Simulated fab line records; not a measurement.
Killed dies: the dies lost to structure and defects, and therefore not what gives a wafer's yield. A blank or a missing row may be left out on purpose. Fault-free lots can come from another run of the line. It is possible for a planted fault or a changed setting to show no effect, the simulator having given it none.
Which tool is to blame? -- flow berkeleyCmos170 -- 14 lots, 42 wafers sampled, at 4 steps of a route of 331

## WHAT EACH GAUGE READ, for each wafer
UCB170_ACTIVE_CD_MEAS_13 targets a cd of 1200 nm.
lot,measured,on,cdNm (nm)
L531,day 4 15:16,cdSem-02,1200.2 1198.7 1199.6
L532,day 4 22:26,cdSem-02,1199.2 1199.1 1199.1
L533,day 5 03:15,cdSem-02,1196.6 1196.4 1196.1
L535,day 5 16:50,cdSem-01,1199.8 1199.5 1199.7
L536,day 6 00:59,cdSem-01,1201.8 1202.1 1201.1
L538,day 6 01:38,cdSem-01,1197.7 1200.2 1200.3
L537,day 6 01:56,cdSem-01,1200.2 1200.6 1201.7
L541,day 6 17:53,cdSem-01,1200.4 1199.9 1201.8
L543,day 7 03:04,cdSem-02,1196.6 1197.3 1196.1
L544,day 7 17:56,cdSem-02,1196.7 1197.9 1198.1
L546,day 8 14:47,cdSem-02,1204.3 1202.5 1200.1
L549,day 9 01:08,cdSem-01,1202.6 1203.5 1201.8
L551,day 9 14:14,cdSem-02,1199.5 1199.2 1199.2
L554,day 10 07:43,cdSem-02,1200.5 1201.6 1200.7

UCB170_V1_CD_MEAS_90 targets a cd of 700 nm.
lot,measured,on,cdNm (nm)
L531,day 8 12:46,cdSem-02,699.8 698.1 699.6
L532,day 9 05:25,cdSem-02,698.9 698.9 698.2
L533,day 9 08:14,cdSem-01,699.0 699.9 700.5
L535,day 9 10:47,cdSem-01,699.8 698.8 699.5
L536,day 10 13:24,cdSem-02,697.5 697.6 699.7
L538,day 10 14:49,cdSem-02,699.1 699.1 699.5
L537,day 10 10:52,cdSem-02,702.3 701.8 700.7
L541,day 11 00:28,cdSem-01,700.9 701.6 700.8
L543,day 11 09:33,cdSem-01,702.2 700.5 702.4
L544,day 12 02:04,cdSem-02,699.4 700.2 699.8
L546,day 12 14:44,cdSem-02,701.9 702.6 701.1
L549,day 12 23:02,cdSem-02,697.6 698.8 697.5
L551,day 13 11:18,cdSem-01,696.3 698.0 697.6
L554,day 14 08:37,cdSem-02,701.2 700.8 700.1

## WHICH TOOL RAN EACH LOT (tool, then ch and the chambers of the sampled wafers, then the start)
lot,UCB170_ACTIVE_SOFTBAKE_09,UCB170_BACKSIDE_STRIP_03
L531,"lithoTrack-01 ch 0, day 4 13:42","plasmaAsher-02 ch 0,1, day 8 00:02"
L532,"lithoTrack-02 ch 0, day 4 20:24","plasmaAsher-01 ch 0, day 8 17:52"
L533,"lithoTrack-01 ch 0, day 5 01:53","plasmaAsher-02 ch 0,1, day 8 18:13"
L535,"lithoTrack-04 ch 0, day 5 16:05","plasmaAsher-02 ch 0,1, day 8 18:42"
L536,"lithoTrack-01 ch 0, day 6 00:07","plasmaAsher-01 ch 0,1, day 9 23:47"
L538,"lithoTrack-01 ch 0, day 6 00:32","plasmaAsher-02 ch 0,1, day 9 23:40"
L537,"lithoTrack-04 ch 0, day 6 00:58","plasmaAsher-01 ch 0, day 9 23:13"
L541,"lithoTrack-01 ch 0, day 6 17:20","plasmaAsher-01 ch 0, day 10 10:20"
L543,"lithoTrack-01 ch 0, day 7 02:17","plasmaAsher-01 ch 0,1, day 10 22:16"
L544,"lithoTrack-01 ch 0, day 7 17:06","plasmaAsher-01 ch 0,1, day 11 11:10"
L546,"lithoTrack-02 ch 0, day 8 14:05","plasmaAsher-01 ch 0,1, day 12 02:36"
L549,"lithoTrack-04 ch 0, day 8 23:50","plasmaAsher-01 ch 0,1, day 12 11:01"
L551,"lithoTrack-02 ch 0, day 9 13:35","plasmaAsher-03 ch 0,1, day 12 22:48"
L554,"lithoTrack-02 ch 0, day 10 06:34","plasmaAsher-02 ch 0,1, day 13 14:11"
- UCB170_ACTIVE_SOFTBAKE_09: time 60 s.
- UCB170_BACKSIDE_STRIP_03: strips in O2.

## AS READ BY THE TOOLS THEMSELVES (means over the sampled wafers that have a number; for cases with no such wafer, the mark the record gives instead)
UCB170_ACTIVE_SOFTBAKE_09.
lot,tool,chillPlateTempC (C),runLengthS (s)
L531,lithoTrack-01,22.91,89.38
L532,lithoTrack-02,23.06,89.23
L533,lithoTrack-01,23.07,89.44
L535,lithoTrack-04,22.99,89.11
L536,lithoTrack-01,23.12,89.41
L538,lithoTrack-01,23.10,89.46
L537,lithoTrack-04,23.14,89.19
L541,lithoTrack-01,22.99,89.34
L543,lithoTrack-01,22.95,110.07
L544,lithoTrack-01,23.02,109.97
L546,lithoTrack-02,23.10,89.14
L549,lithoTrack-04,22.83,89.26
L551,lithoTrack-02,22.99,89.23
L554,lithoTrack-02,22.95,89.23

UCB170_BACKSIDE_STRIP_03.
lot,tool,drypumpMotorCurrentA (A),oesProductAu (a.u.),stripTimeToEndpointS (s)
L531,plasmaAsher-02,5.9,0.733,22.09
L532,plasmaAsher-01,6.4,0.733,22.08
L533,plasmaAsher-02,6.0,0.738,22.01
L535,plasmaAsher-02,6.1,0.735,22.13
L536,plasmaAsher-01,6.1,0.740,21.88
L538,plasmaAsher-02,6.0,0.736,22.07
L537,plasmaAsher-01,6.4,0.732,21.98
L541,plasmaAsher-01,6.4,0.739,21.98
L543,plasmaAsher-01,6.1,0.731,22.05
L544,plasmaAsher-01,6.2,0.740,22.01
L546,plasmaAsher-01,5.9,0.731,22.05
L549,plasmaAsher-01,5.9,0.734,22.02
L551,plasmaAsher-03,5.0,0.733,22.10
L554,plasmaAsher-02,5.9,0.736,21.93

## THE ANSWER, worked out from the rows above alone
Rule: usual is defined by the lots themselves. The widest of any qualifying gaps counts: lots, ordered by their means at a reading, are off when they make up no more than a third of the lots, leave a main group of 4 or more, and stand apart from it by 3 or more times the standard deviation of that group's means. The tables above print the reading to a certain number of digits; a main group whose means all agree to those digits is not used. A lot without any number at a reading at which 4 lots or more have one is off too. Where the step has rows for the other lots, those lots are counted as sound. Order of review: gauges by route order, followed by the tools' own readings, for which a lot's mean as printed above is used. The first step at which some lot is off is used, and at that step the reading that is off furthest; a lot without a number counts as furthest.
Off, at UCB170_ACTIVE_SOFTBAKE_09 on runLengthS: L543, L544. The main group: mean 89.28 s, standard deviation 0.11.
A tool fits if, at that step or a process step before it, it ran every lot that is off, and no sound lot after the first of them. One fits: UCB170_ACTIVE_SOFTBAKE_09 on lithoTrack-01. A fault onset in the window from L541 (day 6 17:20, its last sound lot) to L543 (day 7 02:17, its first lot off) fits.
The tool's own readings at UCB170_ACTIVE_SOFTBAKE_09 bear it out: on the lots that are off they differ by more than 5 times the standard deviation of the sound lots' means. runLengthS reads 110.02 s there against 89.28 s on the sound lots.

## WHAT THE SIMULATOR HAD PUT IN
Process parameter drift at UCB170_ACTIVE_SOFTBAKE_09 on lithoTrack-01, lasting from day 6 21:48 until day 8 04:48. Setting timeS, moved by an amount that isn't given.
Lots struck among those shown: L543, L544. The same result came from the rule above.
